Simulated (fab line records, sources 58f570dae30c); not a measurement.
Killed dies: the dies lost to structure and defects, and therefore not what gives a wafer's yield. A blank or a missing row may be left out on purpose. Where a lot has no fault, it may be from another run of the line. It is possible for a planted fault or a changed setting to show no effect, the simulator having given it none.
fab line records + flow berkeleyCmos170
record:
- lots: 15
- wafers: 45
- lastDay: 11
route steps=331 shown V1@267 V2@293
lots with no fault: from the same line, run without faults
startH: hours from the record's opening day to when the first of the lot's shown wafers began + waitH: hours elapsed since this lot's preceding step + " unchanged from the row above + L1.1+2: a single row standing in for several wafers + - value missing, or start not given + * or withheld: withheld + < > ~ a bound
route shown NAME@n: names a module that has steps shown in the file, with the first one's number in the route + usual: mean/standard deviation taken from wafers without a fault + same: alike in all rows + chamber/n: place in a boat + sites: the reading at each site + _std_site: their standard deviation + _edge_site: outer sites' mean less inner sites' + radiusMm: how far each site lies from the wafer's centre + mask NAME#n: copy n + behind: tool/chamber where the wafer was last shaped + hold: the reason the lot was held/the length of the hold in hours/how it ended + device: transistor that didn't switch, given as n, p or np + end of line: tests run on the same wafers once the route is complete + where a step has no rows: the recipe by itself + killed: the dies lost at the first sort to structure and to defects; this is not the yield of the wafer + map: the dies of a wafer, with x for killed, . for not killed, _ for no die there
set.NAME: setting as actually run; set.NAME@STEP: the setting as run at that earlier step + model.NAME: the simulator's own value behind a step, which no gauge read
steps of the route over a sample of lots; a table a step, a row a wafer
services: the hour from which a tool's chamber was out of use, counted from the record's first day as startH (under 0 if before that day), plus the number of hours and why
== steps ==
step: UCB170_V1_OVL_MEAS_13
usual:
- V1_OVL: -1/5.3
| lot.wafer | tool       | chamber | startH | waitH | V1_OVL[nm] |
|-----------|------------|---------|--------|-------|------------|
| L691.1    | overlay-02 | -       | 159.96 | 0.1   | 1          |
| L691.2    | "          | -       | "      | "     | -11        |
| L691.4    | "          | -       | "      | "     | -11        |
| L692.2    | overlay-01 | -       | 168.13 | 0.1   | 5          |
| L692.5    | "          | -       | "      | "     | -4         |
| L692.6    | "          | -       | "      | "     | 2          |
| L694.1    | overlay-02 | -       | 179.44 | 0.1   | -4         |
| L694.3    | "          | -       | "      | "     | -4         |
| L694.6    | "          | -       | "      | "     | -7         |
| L697.1    | overlay-01 | -       | 191.87 | 0.1   | 1          |
| L697.3    | "          | -       | "      | "     | -3         |
| L697.4    | "          | -       | "      | "     | -2         |
| L696.3    | overlay-01 | -       | 192.44 | 0.1   | 2          |
| L696.5    | "          | -       | "      | "     | -7         |
| L696.6    | "          | -       | "      | "     | -4         |
| L699.1    | overlay-01 | -       | 196.02 | 0.1   | -8         |
| L699.3    | "          | -       | "      | "     | -13        |
| L699.4    | "          | -       | "      | "     | -7         |
| L703.1    | overlay-01 | -       | 221.91 | 0.1   | -2         |
| L703.4    | "          | -       | "      | "     | -3         |
| L703.6    | "          | -       | "      | "     | -4         |
| L704.1    | overlay-01 | -       | 222.16 | 0.1   | -6         |
| L704.5    | "          | -       | "      | "     | -3         |
| L704.6    | "          | -       | "      | "     | -13        |
| L702.4    | overlay-02 | -       | 222.28 | 0.1   | 5          |
| L702.5    | "          | -       | "      | "     | 4          |
| L702.6    | "          | -       | "      | "     | -7         |
| L705.1    | overlay-01 | -       | 222.39 | 0.1   | -4         |
| L705.2    | "          | -       | "      | "     | 0          |
| L705.5    | "          | -       | "      | "     | -7         |
| L707.1    | overlay-02 | -       | 244.30 | 0.1   | -8         |
| L707.2    | "          | -       | "      | "     | -9         |
| L707.6    | "          | -       | "      | "     | -2         |
| L708.4    | overlay-01 | -       | 244.36 | 0.1   | 0          |
| L708.5    | "          | -       | "      | "     | -1         |
| L708.6    | "          | -       | "      | "     | -2         |
| L709.3    | overlay-01 | -       | 245.70 | 0.1   | 1          |
| L709.5    | "          | -       | "      | "     | -10        |
| L709.6    | "          | -       | "      | "     | 2          |
| L710.3    | overlay-02 | -       | 246.43 | 0.1   | -2         |
| L710.5    | "          | -       | "      | "     | 1          |
| L710.6    | "          | -       | "      | "     | -7         |
| L711.3    | overlay-02 | -       | 261.48 | 0.1   | -2         |
| L711.4    | "          | -       | "      | "     | -4         |
| L711.6    | "          | -       | "      | "     | -4         |
step: UCB170_V2_THK_MEAS_01
recipe:
- reads: SiO2_of_V2_CVD_00
usual:
- V2_TEOS_THK: 2005/31
| lot.wafer | tool         | chamber | startH | waitH | V2_TEOS_THK[nm] |
|-----------|--------------|---------|--------|-------|-----------------|
| L691.1    | filmMetro-01 | -       | 163.84 | 0.1   | 2012            |
| L691.2    | "            | -       | "      | "     | 1988            |
| L691.4    | "            | -       | "      | "     | 1999            |
| L692.2    | filmMetro-03 | -       | 171.53 | 0.1   | 1961            |
| L692.5    | "            | -       | "      | "     | 2031            |
| L692.6    | "            | -       | "      | "     | 2030            |
| L694.1    | filmMetro-01 | -       | 183.37 | 0.1   | 1983            |
| L694.3    | "            | -       | "      | "     | 2022            |
| L694.6    | "            | -       | "      | "     | 2058            |
| L697.1    | filmMetro-01 | -       | 195.41 | 0.1   | 1995            |
| L697.3    | "            | -       | "      | "     | 1959            |
| L697.4    | "            | -       | "      | "     | 2040            |
| L696.3    | filmMetro-03 | -       | 196.02 | 0.1   | 1977            |
| L696.5    | "            | -       | "      | "     | 1971            |
| L696.6    | "            | -       | "      | "     | 1983            |
| L699.1    | filmMetro-02 | -       | 200.15 | 0.1   | 2032            |
| L699.3    | "            | -       | "      | "     | 2030            |
| L699.4    | "            | -       | "      | "     | 2034            |
| L702.4    | filmMetro-02 | -       | 227.92 | 0.0   | 2042            |
| L702.5    | "            | -       | "      | "     | 2076            |
| L702.6    | "            | -       | "      | "     | 2061            |
| L705.1    | filmMetro-03 | -       | 227.99 | 0.1   | 1987            |
| L705.2    | "            | -       | "      | "     | 2006            |
| L705.5    | "            | -       | "      | "     | 1975            |
| L703.1    | filmMetro-02 | -       | 228.04 | 0.1   | 1970            |
| L703.4    | "            | -       | "      | "     | 1995            |
| L703.6    | "            | -       | "      | "     | 2022            |
| L704.1    | filmMetro-01 | -       | 228.11 | 0.1   | 2027            |
| L704.5    | "            | -       | "      | "     | 2062            |
| L704.6    | "            | -       | "      | "     | 2055            |
| L707.1    | filmMetro-03 | -       | 248.17 | 0.1   | 1992            |
| L707.2    | "            | -       | "      | "     | 1994            |
| L707.6    | "            | -       | "      | "     | 2034            |
| L708.4    | filmMetro-01 | -       | 248.42 | 0.0   | 2001            |
| L708.5    | "            | -       | "      | "     | 2047            |
| L708.6    | "            | -       | "      | "     | 2042            |
| L709.3    | filmMetro-03 | -       | 249.21 | 0.1   | 1985            |
| L709.5    | "            | -       | "      | "     | 2050            |
| L709.6    | "            | -       | "      | "     | 1999            |
| L710.3    | filmMetro-03 | -       | 249.72 | 0.1   | 1944            |
| L710.5    | "            | -       | "      | "     | 2021            |
| L710.6    | "            | -       | "      | "     | 2015            |
| L711.3    | filmMetro-03 | -       | 265.11 | 0.1   | 2028            |
| L711.4    | "            | -       | "      | "     | 2022            |
| L711.6    | "            | -       | "      | "     | 2019            |
step: UCB170_V2_CMP_02
recipe:
- material: SiO2
- downForcePsi: 6
- platenRpm: 60
- padVelocityMS: 0.75398
usual:
- motorCurrentA: 16.2/1.9
| lot.wafer | tool   | chamber | startH | waitH | motorCurrentA |
|-----------|--------|---------|--------|-------|---------------|
| L691.2    | cmp-01 | 1       | 163.95 | 0.1   | 15.9          |
| L691.1    | "      | 2       | "      | "     | 18.1          |
| L691.4    | "      | 3       | "      | "     | 15.0          |
| L692.2    | cmp-02 | 0       | 171.63 | 0.1   | 14.6          |
| L692.6    | "      | 3       | "      | "     | 18.9          |
| L692.5    | "      | 0       | "      | "     | 14.4          |
| L694.3    | cmp-01 | 2       | 183.48 | 0.1   | 18.0          |
| L694.1    | "      | 0       | "      | "     | 13.3          |
| L694.6    | "      | 2       | "      | "     | 18.2          |
| L697.3    | cmp-02 | 3       | 195.47 | 0.0   | 19.7          |
| L697.4    | "      | 1       | "      | "     | 16.4          |
| L697.1    | "      | 2       | "      | "     | 15.7          |
| L696.3    | cmp-01 | 0       | 196.21 | 0.2   | 14.5          |
| L696.5    | "      | 1       | "      | "     | 14.9          |
| L696.6    | "      | 2       | "      | "     | 18.2          |
| L699.3    | cmp-01 | 0       | 200.21 | 0.0   | 14.2          |
| L699.1    | "      | 1       | "      | "     | 15.7          |
| L699.4    | "      | 2       | "      | "     | 19.1          |
| L702.4    | cmp-01 | 0       | 227.95 | 0.0   | 14.5          |
| L702.5    | "      | 0       | "      | "     | 13.4          |
| L702.6    | "      | 1       | "      | "     | 16.2          |
| L705.2    | cmp-02 | 0       | 228.15 | 0.1   | 13.9          |
| L705.1    | "      | 1       | "      | "     | 16.2          |
| L705.5    | "      | 2       | "      | "     | 15.6          |
| L703.4    | cmp-01 | 2       | 228.25 | 0.2   | 17.6          |
| L703.1    | "      | 0       | "      | "     | 13.9          |
| L703.6    | "      | 3       | "      | "     | 14.0          |
| L704.1    | cmp-02 | 2       | 228.40 | 0.3   | 15.9          |
| L704.6    | "      | 1       | "      | "     | 17.4          |
| L704.5    | "      | 2       | "      | "     | 16.3          |
| L707.2    | cmp-02 | 2       | 248.28 | 0.1   | 16.1          |
| L707.1    | "      | 0       | "      | "     | 14.5          |
| L707.6    | "      | 2       | "      | "     | 16.2          |
| L708.4    | cmp-01 | 2       | 248.57 | 0.1   | 19.4          |
| L708.5    | "      | 0       | "      | "     | 14.5          |
| L708.6    | "      | 1       | "      | "     | 15.8          |
| L709.3    | cmp-02 | 3       | 249.25 | 0.0   | 20.1          |
| L709.5    | "      | 3       | "      | "     | 18.6          |
| L709.6    | "      | 0       | "      | "     | 14.9          |
| L710.3    | cmp-01 | 1       | 249.81 | 0.1   | 15.7          |
| L710.5    | "      | 0       | "      | "     | 13.8          |
| L710.6    | "      | 1       | "      | "     | 15.7          |
| L711.4    | cmp-02 | 3       | 265.25 | 0.1   | 19.2          |
| L711.3    | "      | 0       | "      | "     | 14.1          |
| L711.6    | "      | 2       | "      | "     | 14.8          |
step: UCB170_V2_ETCH_14
recipe:
- chemistry: CHF3/CF4/Ar
- target: SiO2
- stopOn: Al
- CHF3_flow_sccm: 45
- cf4FlowSccm: 15
- Ar_flow_sccm: 150
- pressureMtorr: 200
- rfW: 700
- targetDepthA: 12500
- overEtchFrac: 0.25
- timeS: 291
usual:
- CHF3_flow_sccm: 45.02/0.14
- cf4FlowSccm: 15.00/0.046
- drypumpMotorCurrentA: 5.7/0.43
- oesProductAu: 0.872/0.013
- overEtchFrac: 0.25/0
- rfFwdPowerW: 698.1/2.2
- throttleValvePct: 6.93/0.17
| lot.wafer | tool       | chamber | startH | waitH | CHF3_flow_sccm | cf4FlowSccm | drypumpMotorCurrentA | oesProductAu | overEtchFrac | rfFwdPowerW | rfHoursCounterH | throttleValvePct |
|-----------|------------|---------|--------|-------|----------------|-------------|----------------------|--------------|--------------|-------------|-----------------|------------------|
| L691.1    | rieDiel-01 | 2       | 165.72 | 0.0   | 45.02          | 14.96       | 4.9                  | 0.858        | 0.25         | 694.5       | 14              | 6.87             |
| L691.2    | "          | 1       | "      | "     | 44.97          | 14.95       | 5.4                  | 0.874        | 0.25         | 701.4       | 79              | 6.66             |
| L691.4    | "          | 0       | "      | "     | 44.96          | 15.03       | 6.2                  | 0.880        | 0.25         | 700.5       | 29              | 7.04             |
| L692.2    | rieDiel-02 | 0       | 173.23 | 0.0   | 44.99          | 14.94       | 5.5                  | 0.902        | 0.25         | 699.9       | 1               | 6.88             |
| L692.5    | "          | 3       | "      | "     | 44.82          | 15.02       | 5.7                  | 0.868        | 0.25         | 695.5       | -               | 6.83             |
| L692.6    | "          | 2       | "      | "     | 45.15          | 15.07       | 5.5                  | 0.878        | 0.25         | 696.5       | -               | 6.66             |
| L694.1    | rieDiel-03 | 2       | 185.30 | 0.0   | 45.18          | 15.01       | 5.2                  | 0.858        | 0.25         | 697.6       | 16              | 7.21             |
| L694.3    | "          | 3       | "      | "     | 45.09          | 15.02       | 5.5                  | 0.876        | 0.25         | 695.8       | 2               | 6.88             |
| L694.6    | "          | 1       | "      | "     | 45.18          | 15.01       | 6.2                  | 0.853        | 0.25         | 698.5       | -               | 7.02             |
| L697.1    | rieDiel-02 | 0       | 197.72 | 0.0   | -              | -           | -                    | -            | -            | -           | -               | -                |
| L697.3    | "          | 1       | "      | "     | -              | -           | -                    | -            | -            | -           | -               | -                |
| L697.4    | "          | 3       | "      | "     | -              | -           | -                    | -            | -            | -           | -               | -                |
| L696.3    | rieDiel-03 | 0       | 197.84 | 0.0   | -              | -           | -                    | -            | -            | -           | -               | -                |
| L696.5    | "          | 3       | "      | "     | -              | -           | -                    | -            | -            | -           | -               | -                |
| L696.6    | "          | 0       | "      | "     | -              | -           | -                    | -            | -            | -           | -               | -                |
| L699.1    | rieDiel-02 | 2       | 202.04 | 0.0   | -              | -           | -                    | -            | -            | -           | -               | -                |
| L699.3    | "          | 3       | "      | "     | -              | -           | -                    | -            | -            | -           | -               | -                |
| L699.4    | "          | 3       | "      | "     | -              | -           | -                    | -            | -            | -           | -               | -                |
| L705.1    | rieDiel-02 | 1       | 230.18 | 0.0   | 45.01          | 14.99       | 5.7                  | 0.873        | 0.25         | 698.1       | 31              | 6.92             |
| L705.2    | "          | 2       | "      | "     | 45.12          | 15.02       | 5.5                  | 0.869        | 0.25         | 695.8       | 46              | 6.66             |
| L705.5    | "          | 3       | "      | "     | 45.19          | 15.02       | 5.8                  | 0.865        | 0.25         | 697.3       | -               | 6.82             |
| L702.4    | rieDiel-01 | 3       | 230.33 | 0.1   | 45.04          | 14.97       | 6.4                  | 0.871        | 0.25         | 701.7       | -               | 6.88             |
| L702.5    | "          | 2       | "      | "     | 44.78          | 14.97       | 4.9                  | 0.856        | 0.25         | 699.1       | -               | 6.86             |
| L702.6    | "          | 0       | "      | "     | 44.80          | 15.04       | 6.2                  | 0.882        | 0.25         | 703.3       | -               | 7.04             |
| L703.1    | rieDiel-02 | 0       | 230.45 | 0.0   | 45.07          | 15.01       | 5.5                  | 0.892        | 0.25         | 700.4       | 4               | 6.88             |
| L703.4    | "          | 2       | "      | "     | 45.06          | 15.00       | 5.5                  | 0.872        | 0.25         | 692.4       | 46              | 6.66             |
| L703.6    | "          | 2       | "      | "     | 44.95          | 15.01       | 5.5                  | 0.871        | 0.25         | 699.2       | -               | 6.65             |
| L704.1    | rieDiel-03 | 0       | 230.57 | 0.0   | 45.00          | 15.02       | 5.1                  | 0.869        | 0.25         | 695.2       | 64              | 7.23             |
| L704.5    | "          | 1       | "      | "     | 44.79          | 15.02       | 6.2                  | 0.847        | 0.25         | 698.4       | -               | 7.04             |
| L704.6    | "          | 2       | "      | "     | 45.01          | 15.04       | 5.2                  | 0.870        | 0.25         | 697.7       | -               | 7.20             |
| L707.1    | rieDiel-02 | 1       | 250.19 | 0.0   | 45.10          | 15.02       | 5.7                  | 0.878        | 0.25         | 697.0       | 32              | 6.91             |
| L707.2    | "          | 3       | "      | "     | 45.02          | 15.03       | 5.7                  | 0.862        | 0.25         | 696.5       | 129             | 6.82             |
| L707.6    | "          | 3       | "      | "     | 44.99          | 15.04       | 5.7                  | 0.854        | 0.25         | 699.1       | -               | 6.82             |
| L708.4    | rieDiel-03 | 1       | 250.87 | 0.1   | 44.95          | 14.93       | 6.1                  | 0.845        | 0.25         | 695.3       | -               | 7.04             |
| L708.5    | "          | 2       | "      | "     | 45.09          | 15.03       | 5.2                  | 0.869        | 0.25         | 697.3       | -               | 7.22             |
| L708.6    | "          | 3       | "      | "     | 44.87          | 14.98       | 5.5                  | 0.883        | 0.25         | 700.1       | -               | 6.87             |
| L709.3    | rieDiel-01 | 0       | 251.03 | 0.0   | 44.97          | 15.05       | 6.2                  | 0.875        | 0.25         | 698.0       | 34              | 7.03             |
| L709.5    | "          | 1       | "      | "     | 44.99          | 15.04       | 5.4                  | 0.886        | 0.25         | 697.1       | -               | 6.68             |
| L709.6    | "          | 0       | "      | "     | 45.00          | 14.96       | 6.2                  | 0.890        | 0.25         | 697.4       | -               | 7.02             |
| L710.3    | rieDiel-02 | 2       | 251.59 | 0.0   | 44.82          | 15.03       | 5.5                  | 0.868        | 0.25         | 698.4       | 47              | 6.66             |
| L710.5    | "          | 3       | "      | "     | 44.85          | 14.93       | 5.8                  | 0.866        | 0.25         | 697.1       | -               | 6.82             |
| L710.6    | "          | 0       | "      | "     | 45.01          | 15.07       | 5.5                  | 0.901        | 0.25         | 701.9       | -               | 6.88             |
| L711.3    | rieDiel-01 | 0       | 267.27 | 0.0   | 44.87          | 15.01       | 6.2                  | 0.881        | 0.25         | 699.1       | 35              | 7.02             |
| L711.4    | "          | 2       | "      | "     | 44.86          | 14.93       | 4.9                  | 0.857        | 0.25         | 693.6       | 19              | 6.85             |
| L711.6    | "          | 3       | "      | "     | 44.95          | 14.98       | 6.4                  | 0.872        | 0.25         | 704.6       | -               | 6.84             |
step: UCB170_V2_STRIP_15
recipe:
- chemistry: O2
- powerW: 400
- pressureMtorr: 3500
- platenTempC: withheld
- o2FlowSccm: 400
- overashFraction: 0.5
usual:
- drypumpMotorCurrentA: 5.94/0.29
- oesProductAu: 0.721/0.0046
- stripTimeToEndpointS: 15.36/0.16
| lot.wafer | tool           | chamber | startH | waitH | drypumpMotorCurrentA | oesProductAu | rfHoursCounterH | stripTimeToEndpointS |
|-----------|----------------|---------|--------|-------|----------------------|--------------|-----------------|----------------------|
| L691.1    | plasmaAsher-01 | 1       | 165.90 | 0.1   | 6.18                 | 0.717        | 41              | 15.62                |
| L691.2    | "              | 0       | "      | "     | 5.66                 | 0.727        | 41              | 15.57                |
| L691.4    | "              | 0       | "      | "     | 5.67                 | 0.720        | -               | 15.11                |
| L692.2    | plasmaAsher-04 | 1       | 173.41 | 0.1   | 6.33                 | 0.720        | 47              | 15.36                |
| L692.5    | "              | 0       | "      | "     | 5.68                 | 0.725        | -               | 15.47                |
| L692.6    | "              | 1       | "      | "     | 6.32                 | 0.719        | -               | 15.03                |
| L694.1    | plasmaAsher-01 | 1       | 185.48 | 0.1   | 6.15                 | 0.728        | 44              | 15.52                |
| L694.3    | "              | 0       | "      | "     | 5.66                 | 0.726        | -               | 15.25                |
| L694.6    | "              | 1       | "      | "     | 6.13                 | 0.726        | -               | 15.55                |
| L697.1    | plasmaAsher-01 | 1       | 197.90 | 0.1   | 6.15                 | 0.734        | 45              | 21.66                |
| L697.3    | "              | 1       | "      | "     | 6.15                 | 0.727        | -               | 21.62                |
| L697.4    | "              | 0       | "      | "     | 5.65                 | 0.741        | -               | 21.66                |
| L696.3    | plasmaAsher-04 | 0       | 198.05 | 0.1   | 5.65                 | 0.736        | -               | 21.64                |
| L696.5    | "              | 1       | "      | "     | 6.33                 | 0.728        | -               | 21.71                |
| L696.6    | "              | 0       | "      | "     | 5.69                 | 0.732        | -               | 21.66                |
| L699.1    | plasmaAsher-01 | 0       | 202.22 | 0.1   | 5.66                 | 0.735        | 45              | 21.72                |
| L699.3    | "              | 0       | "      | "     | 5.67                 | 0.724        | -               | 21.70                |
| L699.4    | "              | 1       | "      | "     | 6.18                 | 0.739        | -               | 21.68                |
| L705.1    | plasmaAsher-01 | 0       | 230.36 | 0.1   | 5.65                 | 0.722        | 49              | 15.24                |
| L705.2    | "              | 1       | "      | "     | 6.18                 | 0.724        | 49              | 15.17                |
| L705.5    | "              | 0       | "      | "     | 5.65                 | 0.714        | -               | 15.51                |
| L702.4    | plasmaAsher-03 | 0       | 230.45 | 0.0   | 5.61                 | 0.725        | -               | 15.39                |
| L702.5    | "              | 1       | "      | "     | 6.02                 | 0.721        | -               | 15.54                |
| L702.6    | "              | 0       | "      | "     | 5.63                 | 0.726        | -               | 15.24                |
| L703.1    | plasmaAsher-01 | 1       | 230.63 | 0.1   | 6.16                 | 0.729        | 49              | 15.33                |
| L703.4    | "              | 0       | "      | "     | 5.65                 | 0.716        | -               | 15.12                |
| L703.6    | "              | 0       | "      | "     | 5.66                 | 0.720        | -               | 15.08                |
| L704.1    | plasmaAsher-04 | 1       | 230.75 | 0.1   | 6.31                 | 0.730        | 53              | 15.36                |
| L704.5    | "              | 1       | "      | "     | 6.34                 | 0.716        | -               | 15.44                |
| L704.6    | "              | 0       | "      | "     | 5.70                 | 0.716        | -               | 15.39                |
| L707.1    | plasmaAsher-01 | 1       | 250.37 | 0.1   | 6.16                 | 0.719        | 51              | 15.27                |
| L707.2    | "              | 0       | "      | "     | 5.67                 | 0.722        | 51              | 15.42                |
| L707.6    | "              | 1       | "      | "     | 6.16                 | 0.724        | -               | 15.48                |
| L708.4    | plasmaAsher-01 | 0       | 251.00 | 0.0   | 5.67                 | 0.727        | -               | 15.39                |
| L708.5    | "              | 0       | "      | "     | 5.66                 | 0.716        | -               | 15.50                |
| L708.6    | "              | 1       | "      | "     | 6.15                 | 0.721        | -               | 15.13                |
| L709.3    | plasmaAsher-04 | 0       | 251.24 | 0.1   | 5.67                 | 0.727        | -               | 15.18                |
| L709.5    | "              | 1       | "      | "     | 6.34                 | 0.721        | -               | 15.73                |
| L709.6    | "              | 0       | "      | "     | 5.67                 | 0.719        | -               | 15.29                |
| L710.3    | plasmaAsher-01 | 1       | 251.81 | 0.1   | 6.18                 | 0.718        | -               | 15.27                |
| L710.5    | "              | 1       | "      | "     | 6.15                 | 0.723        | -               | 15.51                |
| L710.6    | "              | 0       | "      | "     | 5.67                 | 0.715        | -               | 15.50                |
| L711.3    | plasmaAsher-01 | 1       | 267.48 | 0.1   | 6.19                 | 0.721        | -               | 15.19                |
| L711.4    | "              | 0       | "      | "     | 5.66                 | 0.722        | -               | 15.59                |
| L711.6    | "              | 1       | "      | "     | 6.20                 | 0.722        | -               | 15.46                |
step: UCB170_V2_CD_MEAS_90
recipe:
- targetCdNm: 700
usual:
- cdNm: 700.1/1.8
| lot.wafer | tool     | chamber | startH | waitH | cdNm  |
|-----------|----------|---------|--------|-------|-------|
| L691.1    | cdSem-02 | -       | 166.00 | 0.1   | 700.5 |
| L691.2    | "        | -       | "      | "     | 700.2 |
| L691.4    | "        | -       | "      | "     | 699.8 |
| L692.2    | cdSem-01 | -       | 173.53 | 0.1   | 701.7 |
| L692.5    | "        | -       | "      | "     | 701.8 |
| L692.6    | "        | -       | "      | "     | 705.0 |
| L694.1    | cdSem-02 | -       | 185.58 | 0.1   | 700.4 |
| L694.3    | "        | -       | "      | "     | 699.1 |
| L694.6    | "        | -       | "      | "     | 700.6 |
| L697.1    | cdSem-01 | -       | 198.00 | 0.1   | -     |
| L697.3    | "        | -       | "      | "     | -     |
| L697.4    | "        | -       | "      | "     | -     |
| L696.3    | cdSem-02 | -       | 198.16 | 0.1   | -     |
| L696.5    | "        | -       | "      | "     | -     |
| L696.6    | "        | -       | "      | "     | -     |
| L699.1    | cdSem-01 | -       | 202.32 | 0.1   | -     |
| L699.3    | "        | -       | "      | "     | -     |
| L699.4    | "        | -       | "      | "     | -     |
| L705.1    | cdSem-02 | -       | 230.54 | 0.1   | 699.1 |
| L705.2    | "        | -       | "      | "     | 702.3 |
| L705.5    | "        | -       | "      | "     | 698.9 |
| L702.4    | cdSem-02 | -       | 230.84 | 0.4   | 699.5 |
| L702.5    | "        | -       | "      | "     | 699.1 |
| L702.6    | "        | -       | "      | "     | 698.8 |
| L703.1    | cdSem-02 | -       | 230.90 | 0.2   | 700.0 |
| L703.4    | "        | -       | "      | "     | 702.3 |
| L703.6    | "        | -       | "      | "     | 702.8 |
| L704.1    | cdSem-02 | -       | 231.02 | 0.2   | 700.1 |
| L704.5    | "        | -       | "      | "     | 697.7 |
| L704.6    | "        | -       | "      | "     | 699.6 |
| L707.1    | cdSem-02 | -       | 250.47 | 0.1   | 700.8 |
| L707.2    | "        | -       | "      | "     | 702.0 |
| L707.6    | "        | -       | "      | "     | 699.7 |
| L708.4    | cdSem-01 | -       | 251.12 | 0.1   | 698.9 |
| L708.5    | "        | -       | "      | "     | 699.2 |
| L708.6    | "        | -       | "      | "     | 700.4 |
| L709.3    | cdSem-02 | -       | 251.34 | 0.1   | 696.1 |
| L709.5    | "        | -       | "      | "     | 698.4 |
| L709.6    | "        | -       | "      | "     | 699.1 |
| L710.3    | cdSem-02 | -       | 251.91 | 0.1   | 704.2 |
| L710.5    | "        | -       | "      | "     | 701.4 |
| L710.6    | "        | -       | "      | "     | 699.0 |
| L711.3    | cdSem-01 | -       | 267.63 | 0.1   | 698.7 |
| L711.4    | "        | -       | "      | "     | 701.0 |
| L711.6    | "        | -       | "      | "     | 700.5 |
== services ==
| tool           | chamber | startH | hours | kind                          |
|----------------|---------|--------|-------|-------------------------------|
| cmp-02         | -       | 143.43 | 2.6   | repair                        |
| rieDiel-02     | -       | 145.34 | 14.6  | pm                            |
| rieDiel-01     | 0       | 159.44 | 3.1   | repair                        |
| rieDiel-02     | 1       | 160.91 | 10.0  | repair                        |
| cmp-01         | -       | 164.36 | 0.4   | repair                        |
| rieDiel-01     | 1       | 187.11 | 11.5  | repair                        |
| rieDiel-01     | 2       | 188.81 | 6.6   | repair                        |
| rieDiel-03     | 2       | 196.71 | 7.8   | repair                        |
| rieDiel-02     | 1       | 201.84 | 2.5   | repair                        |
| cmp-01         | -       | 216.66 | 0.3   | repair                        |
| rieDiel-01     | 1       | 224.56 | 21.4  | repair                        |
| rieDiel-01     | -       | 226.35 | 0.3   | repair                        |
| rieDiel-03     | 3       | 227.84 | 10.3  | repair                        |
| cmp-02         | -       | 232.00 | 4.0   | pm                            |
| cmp-01         | -       | 233.40 | 2.9   | repair                        |
| cmp-02         | -       | 236.00 | -     | consumableReplace:conditioner |
| cmp-02         | -       | 236.00 | -     | consumableReplace:pad         |
| rieDiel-01     | 2       | 247.26 | 18.7  | repair                        |
| rieDiel-03     | 0       | 248.40 | 3.6   | repair                        |
| cmp-02         | -       | 259.16 | 1.1   | repair                        |
| plasmaAsher-03 | -       | 261.99 | 0.7   | repair                        |
== key ==
firstSign:
- step: UCB170_V2_ETCH_14
- reading: toolRecord
- direction: missing
effect:
- step: UCB170_V2_STRIP_15
- reading: stripTimeToEndpointS
- direction: up
- sigmas: 39
- usual: *
- struck: *
effect:
- step: UCB170_V2_CD_MEAS_90
- reading: cdNm
- direction: missing
metAt UCB170_V2_ETCH_14
struckLots L696,L697,L699
laterRowsLeftOut L696.3,L696.5,L696.6,L697.1,L697.3,L697.4,L699.1,L699.3,L699.4
sortLeftOut L696.3,L696.5,L696.6,L697.1,L697.3,L697.4,L699.1,L699.3,L699.4
notActingAt UCB170_V1_OVL_MEAS_13,UCB170_V2_THK_MEAS_01,UCB170_V2_CMP_02
onsetBetween 185.30 197.72
fault:
- kind: skippedStepWhole
- tool: rieDiel-02,rieDiel-03
- chamber: -
- onsetH: 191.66
- steps: UCB170_V2_ETCH_14
- scope: struckLotsOnly
sortLeftOut: the simulated sort isn't trusted on such a fault, so these wafers' sort isn't shown, and their yield isn't known
laterRowsLeftOut: the simulator's readings of these wafers behind a module that went badly wrong aren't trusted and aren't shown, but for the sort
